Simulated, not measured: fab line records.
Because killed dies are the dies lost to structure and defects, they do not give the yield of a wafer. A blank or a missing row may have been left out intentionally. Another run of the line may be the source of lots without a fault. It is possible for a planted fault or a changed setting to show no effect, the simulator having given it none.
Chamber matching -- flow berkeley-cmos170 -- 4 sister chambers for UCB170_ACTIVE_ETCH_15 on rie-diel-03
The step etches Si3N4 in CH3F/Ar/O2, stops on SiO2, target depth 242 nm, time 151 s. 14 wafers are shown with their chamber, then 7 later ones without.

WAFERS, EACH WITH ITS CHAMBER
wafer,chamber,throttle-valve-pct (%),drypump-motor-current-A (A),oes-product-au (a.u.)
L903.1,3,8.33,5.4,0.948
L903.5,2,8.00,5.7,0.947
L903.6,3,8.33,5.4,0.957
L905.4,3,8.32,5.4,0.952
L905.5,1,8.00,5.4,0.942
L905.6,0,8.18,6.0,0.932
L907.2,1,8.02,5.5,0.934
L907.3,3,8.33,5.3,0.950
L907.4,2,8.01,5.7,0.949
L910.1,2,8.00,5.7,0.939
L910.3,1,8.00,5.4,0.936
L910.4,0,8.16,6.0,0.921
L915.2,0,8.15,6.0,0.914
L915.3,3,8.34,5.3,0.948

SIGNATURES (means of the wafers above)
reading,chamber 0,chamber 1,chamber 2,chamber 3,scatter within a chamber
throttle-valve-pct,8.1633,8.0067,8.0033,8.3300,0.01
drypump-motor-current-A,6.000,5.433,5.700,5.360,0.0432
oes-product-au,0.92233,0.93733,0.94500,0.95100,0.00558
Rule: for a wafer and a chamber, the distance is found by dividing, reading by reading, the gap between the wafer's reading and the chamber's mean by the reading's scatter, squaring, summing and taking the root. If the next closest chamber is less than 2 further off than the closest, the wafer can't be placed; otherwise it belongs to the closest. The scatter is the square root of a quotient: the sum, over the shown wafers, of each reading's squared deviation from its chamber's mean, divided by wafers minus chambers.

WAFERS WITH NO CHAMBER GIVEN
wafer,throttle-valve-pct (%),drypump-motor-current-A (A),oes-product-au (a.u.)
L915.6,8.15,6.0,0.914
L920.3,7.99,5.4,0.942
L920.4,8.33,5.3,0.943
L920.6,8.00,5.8,0.955
L921.2,8.01,5.7,0.948
L921.4,8.32,5.3,0.949
L921.6,7.99,5.7,0.954

CHAMBER TAKEN BY EACH
wafer,from the rows above,in truth
L915.6,0,0
L920.3,1,1
L920.4,3,3
L920.6,2,2
L921.2,2,2
L921.4,3,3
L921.6,2,2
7 of 7 placed correctly. Left unplaced by these rows: 0. Placed wrongly: 0.
